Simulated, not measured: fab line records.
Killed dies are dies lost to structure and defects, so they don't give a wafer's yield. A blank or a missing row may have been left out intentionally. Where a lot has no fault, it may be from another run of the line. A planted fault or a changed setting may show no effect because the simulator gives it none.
The tool behind it: which one? -- flow berkeleyCmos170 -- Sampling: 14 lots, 42 wafers, 6 of 331 route steps

## WHAT THE GAUGES SHOWED, per wafer
UCB170_PLDD_OVL_MEAS_07.
lot,measured,on,PLDD_OVL (nm)
L815,day 6 05:01,overlay-02,-13 -6 -1
L817,day 6 19:25,overlay-02,-9 -9 -7
L818,day 6 23:00,overlay-02,9 3 9
L820,day 6 23:23,overlay-02,-5 5 1
L821,day 8 00:32,overlay-01,0 6 2
L823,day 8 00:41,overlay-02,0 -1 3
L825,day 8 11:01,overlay-02,-3 3 -6
L826,day 8 20:42,overlay-01,-4 2 -6
L831,day 9 12:01,overlay-02,3 -3 1
L828,day 9 12:07,overlay-01,-5 -6 -8
L832,day 10 15:53,overlay-02,-2 -8 -1
L835,day 10 16:07,overlay-01,2 2 10
L836,day 11 02:55,overlay-02,1 2 0
L838,day 11 14:25,overlay-01,-10 -6 -8

UCB170_NLDD_TW_MEAS_11.
lot,measured,on,NLDD_TW
L815,day 6 07:26,filmMetro-03,2219 2229 2213
L817,day 6 21:53,filmMetro-03,2207 2213 2225
L818,day 7 01:48,filmMetro-01,2206 2216 2215
L820,day 7 01:56,filmMetro-04,2184 2175 2183
L821,day 8 05:09,filmMetro-01,2216 2212 2228
L823,day 8 05:33,filmMetro-01,2205 2219 2219
L825,day 8 17:53,filmMetro-01,2231 2220 2218
L826,day 8 23:17,filmMetro-04,2188 2189 2197
L831,day 9 17:48,filmMetro-04,2206 2189 2182
L828,day 9 19:08,filmMetro-01,2320 2330 2331
L832,day 10 18:09,filmMetro-04,2306 2308 2303
L835,day 10 18:28,filmMetro-03,2226 2217 2226
L836,day 11 06:26,filmMetro-03,2218 2213 2199
L838,day 11 17:20,filmMetro-03,2212 2217 2232

UCB170_SPACER_THK_MEAS_01.
lot,measured,on,SPACER_TEOS_THK (nm)
L815,day 6 07:43,filmMetro-03,366 373 378
L817,day 6 22:14,filmMetro-03,381 376 386
L818,day 7 02:05,filmMetro-02,378 375 382
L820,day 7 02:17,filmMetro-03,378 376 385
L821,day 8 08:22,filmMetro-02,385 379 385
L823,day 8 08:26,filmMetro-01,381 372 385
L825,day 8 18:17,filmMetro-02,380 377 387
L826,day 8 23:34,filmMetro-02,366 379 370
L831,day 9 20:34,filmMetro-03,371 377 378
L828,day 9 20:37,filmMetro-02,369 380 381
L832,day 10 18:47,filmMetro-02,361 371 383
L835,day 10 18:46,filmMetro-03,376 381 379
L836,day 11 06:53,filmMetro-01,382 379 386
L838,day 11 18:02,filmMetro-01,368 372 381

UCB170_SDANNEAL_RS_MEAS_05: measures by four-point-probe.
lot,measured,on,NLDD_RS (ohm/sq)
L815,day 6 19:20,filmMetro-03,617.2 618.6 618.3
L817,day 7 07:00,filmMetro-01,613.4 616.8 614.7
L818,day 7 11:26,filmMetro-01,615.4 616.8 615.2
L820,day 7 10:58,filmMetro-01,615.0 616.7 617.1
L821,day 8 22:16,filmMetro-03,615.4 617.5 616.6
L823,day 8 22:35,filmMetro-04,617.1 616.8 615.9
L825,day 9 05:20,filmMetro-03,615.5 614.3 614.5
L826,day 9 15:51,filmMetro-01,615.4 616.4 614.8
L831,day 10 05:10,filmMetro-03,615.6 616.4 616.4
L828,day 10 05:43,filmMetro-01,541.0 543.4 541.3
L832,day 11 06:20,filmMetro-03,541.7 541.3 541.3
L835,day 11 06:42,filmMetro-04,615.0 615.0 616.5
L836,day 11 17:26,filmMetro-04,618.2 619.2 618.8
L838,day 12 04:44,filmMetro-03,614.2 614.9 616.3

## WHAT TOOL EACH LOT RAN ON (gives the tool, then ch and the chambers of the sampled wafers, and finally the start)
lot,UCB170_NLDD_IMPLANT_09,UCB170_SPACER_CVD_00
L815,"implanter-04 ch 0, day 6 07:11","pecvd-01 ch 0,1,2, day 6 07:41"
L817,"implanter-04 ch 0, day 6 21:38","pecvd-02 ch 0,1, day 6 22:12"
L818,"implanter-04 ch 0, day 7 01:34","pecvd-01 ch 1,2, day 7 02:02"
L820,"implanter-01 ch 0, day 7 01:43","pecvd-02 ch 0,1, day 7 02:14"
L821,"implanter-03 ch 0, day 8 04:55","pecvd-04 ch 0,1,2, day 8 08:19"
L823,"implanter-01 ch 0, day 8 05:16","pecvd-04 ch 1,2, day 8 08:20"
L825,"implanter-03 ch 0, day 8 17:39","pecvd-04 ch 0,2, day 8 18:14"
L826,"implanter-04 ch 0, day 8 23:02","pecvd-01 ch 1,2, day 8 23:31"
L831,"implanter-03 ch 0, day 9 17:34","pecvd-01 ch 1,2, day 9 20:31"
L828,"implanter-01 ch 0, day 9 18:55","pecvd-04 ch 0,1,2, day 9 20:33"
L832,"implanter-01 ch 0, day 10 17:53","pecvd-02 ch 0,1,2, day 10 18:43"
L835,"implanter-04 ch 0, day 10 18:13","pecvd-04 ch 1,2, day 10 18:43"
L836,"implanter-03 ch 0, day 11 06:11","pecvd-04 ch 1,2, day 11 06:50"
L838,"implanter-04 ch 0, day 11 17:07","pecvd-01 ch 0,2, day 11 17:56"
- UCB170_NLDD_IMPLANT_09
- UCB170_SPACER_CVD_00: deposits SiO2 from TEOS/O2, target thk 376 nm, time 47 s.

## WHAT THE TOOLS THEMSELVES READ (means of the sampled wafers that have a number; where no wafer has one, the mark that the record gives instead)
UCB170_NLDD_IMPLANT_09.
lot,tool,doseIonsCm2,faradayCurrentUA
L815,implanter-04,4.996e+13,159
L817,implanter-04,5.001e+13,158
L818,implanter-04,5.006e+13,158
L820,implanter-01,4.999e+13,158
L821,implanter-03,5.006e+13,157
L823,implanter-01,4.992e+13,160
L825,implanter-03,4.997e+13,158
L826,implanter-04,5.003e+13,155
L831,implanter-03,4.997e+13,156
L828,implanter-01,7.087e+13,219
L832,implanter-01,7.077e+13,226
L835,implanter-04,5.006e+13,162
L836,implanter-03,5.003e+13,158
L838,implanter-04,4.997e+13,160

UCB170_SPACER_CVD_00.
lot,tool,heaterPowerW (W)
L815,pecvd-01,234
L817,pecvd-02,296
L818,pecvd-01,267
L820,pecvd-02,268
L821,pecvd-04,252
L823,pecvd-04,242
L825,pecvd-04,241
L826,pecvd-01,274
L831,pecvd-01,216
L828,pecvd-04,261
L832,pecvd-02,289
L835,pecvd-04,258
L836,pecvd-04,244
L838,pecvd-01,241

## THE ANSWER, worked out from the rows above alone
Rule: what is usual is taken from the lots themselves. Put in order of their means at a reading, lots are off if they are a third of the lots or fewer, leave a main group of 4 or more, and stand apart from it by a gap of 3 or more times the standard deviation of the main group's means; of several such gaps the widest counts. The tables above print the reading to a certain number of digits; a main group whose means all agree to those digits is not used. Also off: a lot with no number at a reading for which 4 or more lots have one. Any other lot the step has rows for is counted as sound. Order of review: gauges by route order, followed by the tools' own readings, for which a lot's mean as printed above is used. The first step at which some lot is off is used, and at that step the reading that is off furthest; a lot without a number counts as furthest.
Off: L828, L832, at UCB170_NLDD_TW_MEAS_11 (NLDD_TW). For the main group the mean is 2210 and the standard deviation 14.
If a tool, at a process step before that reading, ran all the lots that are off and no sound lot after the first of them, it fits. Not tried: the gauges at UCB170_NLDD_TW_MEAS_11; whatever is off there is also off at UCB170_NLDD_IMPLANT_09, on other tools, and gauge error can't account for it. One candidate fits, namely implanter-01 at UCB170_NLDD_IMPLANT_09. A fault onset in the window from L823 (day 8 05:16, its last sound lot) to L828 (day 9 18:55, its first lot off) fits.
The tool's own readings at UCB170_NLDD_IMPLANT_09 bear it out: on the lots that are off they differ by more than 5 times the standard deviation of the sound lots' means. doseIonsCm2 reads 7.082e+13 there against 5.000e+13 on the sound lots; faradayCurrentUA reads 222 there against 158 on the sound lots.

## WHAT WAS PUT IN BY THE SIMULATOR
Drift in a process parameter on implanter-01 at UCB170_NLDD_IMPLANT_09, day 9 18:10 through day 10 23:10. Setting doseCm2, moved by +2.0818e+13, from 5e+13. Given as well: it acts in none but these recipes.
Struck lots among those shown: L828, L832. This agrees with what the rule above found.
